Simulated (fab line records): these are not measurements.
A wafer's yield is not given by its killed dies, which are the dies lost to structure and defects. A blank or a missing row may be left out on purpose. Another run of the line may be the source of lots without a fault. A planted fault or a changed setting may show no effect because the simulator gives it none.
fab line records ; flow rit_cmos
[record] lots = 14; wafers = 42; last_day = 7
route steps=202 shown SILICIDE@162 M1@202
lots untouched by any fault: they come from a run of this same line in which no faults occurred
start_h: hours from the record's opening day to when the first of the lot's shown wafers began ; wait_h: time in hours since the lot's previous step ; " repeats the value in the row above ; L1.1+2: several wafers, shown together as one row ; - value missing, or start not given ; * or withheld: withheld ; < > ~ a bound
route shown NAME@n: NAME is a module with steps in the file, n the number in the route of the first one ; usual: the fault-free wafers' mean and standard deviation ; same: alike in all rows ; chamber/n: place in a boat ; sites: per-site readings ; _std_site: standard deviation across them ; _edge_site: mean of outer sites minus mean of inner sites ; radius_mm: for every site, how far away it sits from the centre of the wafer ; mask NAME#n: copy n ; behind: the last tool/chamber to shape the wafer ; hold: why the lot went on hold/how many hours it stayed there/how the hold came to an end ; device: the n, p or np transistor that did not switch ; end of line: the same wafers' tests at the end of the route ; a step given without rows: its recipe and nothing more ; killed: not the wafer's yield, but the dies lost to structure and defects at the first sort ; map: a wafer's dies, x killed, . not, _ none there
set.NAME: the setting the step ran with; set.NAME@STEP: the setting that earlier step ran with ; model.NAME: the simulator's own value behind a step, which no gauge read
route steps across a sampled set of lots; one table per step, one row per wafer
services: when a tool's chamber went out of use (start_h, in hours from the record's first day, below 0 if earlier), for how many hours, and the reason
[[steps]]
[step RIT_SILICIDE_SPUTTER_01]
[recipe] material = Ti; target_thk_nm = 30; power_w = 350; chamber_pressure_pa = 0.667; gas = Ar; time_s = 240; substrate_temp_c = 25
[usual] throttle_valve_pct = 29.6/1
lot.wafer;tool;chamber;start_h;wait_h;throttle_valve_pct
L952.1;pvd_sputter-02;-;62.91;0.0;30.6
L952.3;pvd_sputter-02;-;62.91;0.0;29.4
L952.4;pvd_sputter-02;-;62.91;0.0;30.2
L953.1;pvd_sputter-04;-;69.13;0.0;30.9
L953.2;pvd_sputter-04;-;69.13;0.0;29.1
L953.3;pvd_sputter-04;-;69.13;0.0;28.3
L956.2;pvd_sputter-03;-;78.49;0.0;28.4
L956.3;pvd_sputter-03;-;78.49;0.0;30.9
L956.6;pvd_sputter-03;-;78.49;0.0;28.4
L957.2;pvd_sputter-04;-;83.69;0.0;30.8
L957.3;pvd_sputter-04;-;83.69;0.0;29.9
L957.5;pvd_sputter-04;-;83.69;0.0;28.0
L958.1;pvd_sputter-03;-;86.09;0.0;31.0
L958.3;pvd_sputter-03;-;86.09;0.0;28.5
L958.5;pvd_sputter-03;-;86.09;0.0;28.8
L959.3;pvd_sputter-04;-;91.76;0.0;29.8
L959.4;pvd_sputter-04;-;91.76;0.0;30.7
L959.6;pvd_sputter-04;-;91.76;0.0;29.7
L962.2;pvd_sputter-04;-;104.81;0.0;30.9
L962.3;pvd_sputter-04;-;104.81;0.0;29.3
L962.4;pvd_sputter-04;-;104.81;0.0;28.4
L961.1;pvd_sputter-03;-;107.05;0.0;28.6
L961.4;pvd_sputter-03;-;107.05;0.0;30.1
L961.6;pvd_sputter-03;-;107.05;0.0;31.0
L963.1;pvd_sputter-04;-;110.58;0.0;29.2
L963.3;pvd_sputter-04;-;110.58;0.0;30.8
L963.5;pvd_sputter-04;-;110.58;0.0;29.4
L964.2;pvd_sputter-02;-;115.71;0.0;29.9
L964.4;pvd_sputter-02;-;115.71;0.0;30.7
L964.6;pvd_sputter-02;-;115.71;0.0;30.3
L970.1;pvd_sputter-03;-;146.30;0.0;30.1
L970.2;pvd_sputter-03;-;146.30;0.0;28.6
L970.6;pvd_sputter-03;-;146.30;0.0;28.6
L971.1;pvd_sputter-02;-;150.37;0.0;29.1
L971.3;pvd_sputter-02;-;150.37;0.0;31.0
L971.6;pvd_sputter-02;-;150.37;0.0;29.9
L971.1;pvd_sputter-02;-;150.70;0.3;29.3
L971.3;pvd_sputter-02;-;150.70;0.3;30.8
L971.6;pvd_sputter-02;-;150.70;0.3;30.1
L973.3;pvd_sputter-02;-;160.18;0.0;31.0
L973.4;pvd_sputter-02;-;160.18;0.0;30.1
L973.5;pvd_sputter-02;-;160.18;0.0;30.8
L973.3;pvd_sputter-02;-;160.52;0.3;31.1
L973.4;pvd_sputter-02;-;160.52;0.3;29.8
L973.5;pvd_sputter-02;-;160.52;0.3;31.3
L975.1;pvd_sputter-02;-;170.49;0.0;29.4
L975.2;pvd_sputter-02;-;170.49;0.0;30.2
L975.6;pvd_sputter-02;-;170.49;0.0;29.6
[step RIT_SILICIDE_RS_MEAS_02]
[recipe] thk_meas_gauge = four-point-probe; reads = Ti_of_SILICIDE_SPUTTER_01
[usual] SILICIDE_TI_RS = 47.7/0.71
lot.wafer;tool;chamber;start_h;wait_h;SILICIDE_TI_RS[ohm/sq]
L952.1;film_metro-02;-;63.06;0.1;46.6
L952.3;film_metro-02;-;63.06;0.1;46.3
L952.4;film_metro-02;-;63.06;0.1;47.0
L953.1;film_metro-02;-;69.28;0.1;47.5
L953.2;film_metro-02;-;69.28;0.1;47.2
L953.3;film_metro-02;-;69.28;0.1;46.8
L956.2;film_metro-03;-;78.66;0.1;48.1
L956.3;film_metro-03;-;78.66;0.1;48.4
L956.6;film_metro-03;-;78.66;0.1;48.5
L957.2;film_metro-02;-;83.86;0.1;47.0
L957.3;film_metro-02;-;83.86;0.1;46.7
L957.5;film_metro-02;-;83.86;0.1;47.4
L958.1;film_metro-01;-;86.24;0.1;49.0
L958.3;film_metro-01;-;86.24;0.1;48.7
L958.5;film_metro-01;-;86.24;0.1;47.9
L959.3;film_metro-02;-;91.95;0.1;47.0
L959.4;film_metro-02;-;91.95;0.1;47.1
L959.6;film_metro-02;-;91.95;0.1;46.5
L962.2;film_metro-02;-;104.98;0.1;47.8
L962.3;film_metro-02;-;104.98;0.1;47.6
L962.4;film_metro-02;-;104.98;0.1;47.8
L961.1;film_metro-03;-;107.20;0.1;47.7
L961.4;film_metro-03;-;107.20;0.1;48.1
L961.6;film_metro-03;-;107.20;0.1;49.3
L963.1;film_metro-03;-;110.73;0.1;47.4
L963.3;film_metro-03;-;110.73;0.1;47.7
L963.5;film_metro-03;-;110.73;0.1;47.7
L964.2;film_metro-02;-;115.90;0.1;47.5
L964.4;film_metro-02;-;115.90;0.1;47.9
L964.6;film_metro-02;-;115.90;0.1;48.0
L970.1;film_metro-02;-;146.45;0.1;47.0
L970.2;film_metro-02;-;146.45;0.1;46.8
L970.6;film_metro-02;-;146.45;0.1;46.9
L971.1;film_metro-02;-;150.92;0.1;20.2
L971.3;film_metro-02;-;150.92;0.1;20.7
L971.6;film_metro-02;-;150.92;0.1;20.3
L973.3;film_metro-03;-;160.73;0.1;20.6
L973.4;film_metro-03;-;160.73;0.1;20.4
L973.5;film_metro-03;-;160.73;0.1;20.7
L975.1;film_metro-02;-;170.66;0.1;46.7
L975.2;film_metro-02;-;170.66;0.1;47.2
L975.6;film_metro-02;-;170.66;0.1;47.1
[step RIT_SILICIDE_THK_MEAS_03]
[recipe] thk_meas_gauge = xrf; reads = Ti_of_SILICIDE_SPUTTER_01
[usual] SILICIDE_TI_THK = 30.3/0.37
lot.wafer;tool;chamber;start_h;wait_h;SILICIDE_TI_THK[nm]
L952.1;film_metro-02;-;63.18;0.1;30.7
L952.3;film_metro-02;-;63.18;0.1;30.9
L952.4;film_metro-02;-;63.18;0.1;30.5
L953.1;film_metro-02;-;69.40;0.1;30.2
L953.2;film_metro-02;-;69.40;0.1;30.5
L953.3;film_metro-02;-;69.40;0.1;30.7
L956.2;film_metro-03;-;78.77;0.1;30.1
L956.3;film_metro-03;-;78.77;0.1;29.9
L956.6;film_metro-03;-;78.77;0.1;29.9
L957.2;film_metro-02;-;83.97;0.1;30.6
L957.3;film_metro-02;-;83.97;0.1;30.8
L957.5;film_metro-02;-;83.97;0.1;30.4
L958.1;film_metro-01;-;86.36;0.1;29.7
L958.3;film_metro-01;-;86.36;0.1;29.9
L958.5;film_metro-01;-;86.36;0.1;30.1
L959.3;film_metro-02;-;92.05;0.1;30.6
L959.4;film_metro-02;-;92.05;0.1;30.6
L959.6;film_metro-02;-;92.05;0.1;30.8
L962.2;film_metro-02;-;105.09;0.1;30.2
L962.3;film_metro-02;-;105.09;0.1;30.5
L962.4;film_metro-02;-;105.09;0.1;30.4
L961.1;film_metro-03;-;107.32;0.1;30.1
L961.4;film_metro-03;-;107.32;0.1;30.1
L961.6;film_metro-03;-;107.32;0.1;29.5
L963.1;film_metro-03;-;110.85;0.1;30.3
L963.3;film_metro-03;-;110.85;0.1;30.2
L963.5;film_metro-03;-;110.85;0.1;30.1
L964.2;film_metro-02;-;116.01;0.1;30.4
L964.4;film_metro-02;-;116.01;0.1;30.1
L964.6;film_metro-02;-;116.01;0.1;30.2
L970.1;film_metro-02;-;146.57;0.1;30.5
L970.2;film_metro-02;-;146.57;0.1;30.9
L970.6;film_metro-02;-;146.57;0.1;30.8
L971.1;film_metro-02;-;151.04;0.1;61.1
L971.3;film_metro-02;-;151.04;0.1;59.9
L971.6;film_metro-02;-;151.04;0.1;60.7
L973.3;film_metro-03;-;160.83;0.1;59.8
L973.4;film_metro-03;-;160.83;0.1;60.6
L973.5;film_metro-03;-;160.83;0.1;59.8
L975.1;film_metro-02;-;170.78;0.1;30.8
L975.2;film_metro-02;-;170.78;0.1;30.7
L975.6;film_metro-02;-;170.78;0.1;30.5
[step RIT_M1_PROBE_99]
[usual] killed_at_contacts = 0.0/0.18; killed_at_front_end = 7/3; killed_dies = 7/3; killed_open = 3.6/1.9; killed_short = 3.2/1.8
[same] gross_dies = 264; killed_at_M0_to_M3 = 0; killed_at_M4_up = 0; killed_at_back_side = 0; killed_at_other = 0
lot.wafer;tool;chamber;start_h;wait_h;killed_at_contacts;killed_at_front_end;killed_dies;killed_open;killed_short
L971.1;prober-01;-;158.22;0.1;0;12;12;7;5
L971.3;prober-01;-;158.32;0.2;0;6;6;3;3
L971.6;prober-01;-;158.47;0.2;0;6;6;3;3
L973.3;prober-01;-;168.44;0.2;0;9;9;6;3
L973.4;prober-01;-;168.49;0.2;0;9;9;6;3
L973.5;prober-01;-;168.54;0.2;0;6;6;4;2
// killed by level:class
L971.1 SILICIDE:geometric_particle:open=3 FOX2:geometric_particle:open=2 SPACER:geometric_particle:short=2 FOX2:geometric_particle:short=1 GATE:geometric_particle:short=1 GATE:geometric_particle:open=1 REOX:geometric_particle:short=1 SPACER:geometric_particle:open=1
L971.3 SILICIDE:geometric_particle:short=2 FOX1:geometric_particle:open=1 FOX1:geometric_particle:short=1 GATE:geometric_particle:open=1 SILICIDE:geometric_particle:open=1
L971.6 GATE:geometric_particle:short=2 GATE:geometric_particle:open=2 ACTIVE:geometric_particle:short=1 REOX:geometric_particle:open=1
L973.3 SILICIDE:geometric_particle:open=3 SILICIDE:geometric_particle:short=2 FOX1:geometric_particle:open=1 FOX2:geometric_particle:open=1 GATE:geometric_particle:open=1 GATE:geometric_particle:short=1
L973.4 FOX2:geometric_particle:open=2 REOX:geometric_particle:open=2 FOX2:geometric_particle:short=1 GATE:geometric_particle:short=1 GATE:geometric_particle:open=1 REOX:geometric_particle:short=1 SPACER:geometric_particle:open=1
L973.5 FOX1:geometric_particle:open=1 FOX1:geometric_particle:short=1 FOX2:geometric_particle:open=1 GATE:geometric_particle:open=1 GATE:geometric_particle:short=1 SPACER:geometric_particle:open=1
[[services]]
tool;chamber;start_h;hours;kind
pvd_sputter-02;-;74.09;4.8;repair
pvd_sputter-03;-;114.24;2.6;repair
pvd_sputter-03;-;155.27;2.1;repair
[[key]]
[first_sign] step = RIT_SILICIDE_SPUTTER_01; reading = visit; direction = added
[effect] step = RIT_SILICIDE_RS_MEAS_02; reading = SILICIDE_TI_RS; direction = down; sigmas = 38; usual = 47.7; struck = 20.5
[effect] step = RIT_SILICIDE_THK_MEAS_03; reading = SILICIDE_TI_THK; direction = up; sigmas = 82; usual = 30.3; struck = 60.3
met_at RIT_SILICIDE_SPUTTER_01
struck_lots L971,L973
tester_left_out L971,L973
[fault] kind = repeated_step_whole; tool = pvd_sputter-02,pvd_sputter-03,pvd_sputter-04; chamber = -; onset_h = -; steps = RIT_SILICIDE_SPUTTER_01; times = 1; scope = struck_lots_only
// tester_left_out: of these lots the tester's yield and bins aren't shown, on N5 and GAA mostly nor the transistor test; their killed dies are dies lost to structure and defects alone, not to doping, threshold or leakage, so they don't give the yield
